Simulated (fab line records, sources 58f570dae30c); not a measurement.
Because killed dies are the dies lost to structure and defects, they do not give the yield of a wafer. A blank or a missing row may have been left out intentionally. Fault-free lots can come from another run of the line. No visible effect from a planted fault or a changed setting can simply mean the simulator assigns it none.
2 desks looking at one fault / flow berkeley_cmos170 / every desk sees just its own numbers, and what lay behind them comes last

## METROLOGY DESK
What the gauges read, lot by lot, whatever tool the lot ran on: means of the sampled wafers that have a number. Marked OUT: a lot whose mean sits more than 4 standard deviations from the usual mean, which makes it out of limits; the brackets give that distance.
Columns: A = NWELL_OVL at UCB170_NWELL_OVL_MEAS_12, usual 2 nm; B = cd_nm at UCB170_M3_CD_MEAS_90, usual 700.2 nm
lot=L100; first seen here=day 2 05:37; A=1; B=698.9
lot=L101; first seen here=day 2 11:53; A=1; B=700.9
lot=L102; first seen here=day 2 16:22; A=5; B=698.8
lot=L106; first seen here=day 3 17:14; A=2; B=700.8
lot=L107; first seen here=day 3 21:18; A=7; B=700.3
lot=L112; first seen here=day 4 22:51; A=2; B=698.6
lot=L114; first seen here=day 5 07:06; A=7; B=700.3
lot=L115; first seen here=day 5 08:27; A=1; B=700.7
lot=L116; first seen here=day 5 13:17; A=9; B=697.7
lot=L117; first seen here=day 5 19:09; A=-3; B=699.9
lot=L118; first seen here=day 5 22:05; A=0; B=700.6
lot=L119; first seen here=day 6 07:37; A=-9; B=701.6
lot=L121; first seen here=day 6 12:23; A=4; B=701.0
lot=L123; first seen here=day 7 01:41; A=0; B=697.8
This desk's verdict: no lot among the 14 shows anything out of limits.

## DESK OF THE TOOL OWNER: plasma_asher-03
The tool's own readings at UCB170_PWELL_STRIP_16 (strips in O2): means of the sampled wafers that have a number, for each lot that ran on this tool. Marked OUT: a lot whose mean sits more than 4 standard deviations from the usual mean, which makes it out of limits; the brackets give that distance.
Columns: A = drypump_motor_current_A at UCB170_PWELL_STRIP_16, usual 5.7 A; B = oes_product_au at UCB170_PWELL_STRIP_16, usual 0.721 a.u.; C = strip_time_to_endpoint_s at UCB170_PWELL_STRIP_16, usual 18.09 s
lot=L102; first seen here=day 3 15:34; A=5.2; B=0.722; C=18.08
lot=L106; first seen here=day 4 12:22; A=5.3; B=0.722; C=18.09
lot=L107; first seen here=day 4 15:39; A=5.3; B=0.723; C=18.09
lot=L112; first seen here=day 5 16:02; A=5.3; B=0.695 (-5.9) OUT; C=18.10
lot=L116; first seen here=day 6 06:42; A=5.3; B=0.694 (-6.1) OUT; C=18.06
This desk's finding: out of limits on L112, L116; first on L112, day 5 16:02 (oes_product_au at UCB170_PWELL_STRIP_16). L102, L106, L107 stayed within limits.

## ALL TOGETHER
The tool owner's desk had the chance to raise an alarm at day 5 16:02 on L112, L116.
From the metrology desk's view, nothing was out of limits.
The metrology desk holds a record of L112, L116, inside its limits.
Of the lots named, all ran UCB170_PWELL_STRIP_16 on plasma_asher-03.

## WHAT THE SIMULATOR HAD INSERTED
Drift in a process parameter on plasma_asher-03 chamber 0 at UCB170_PWELL_STRIP_16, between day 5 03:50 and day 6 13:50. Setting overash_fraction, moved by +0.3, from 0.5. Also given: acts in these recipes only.
Shown lots that were struck: L112, L116.
How many hours passed from the start of the fault until each desk's first out-of-limits reading: the tool owner's desk, 12.
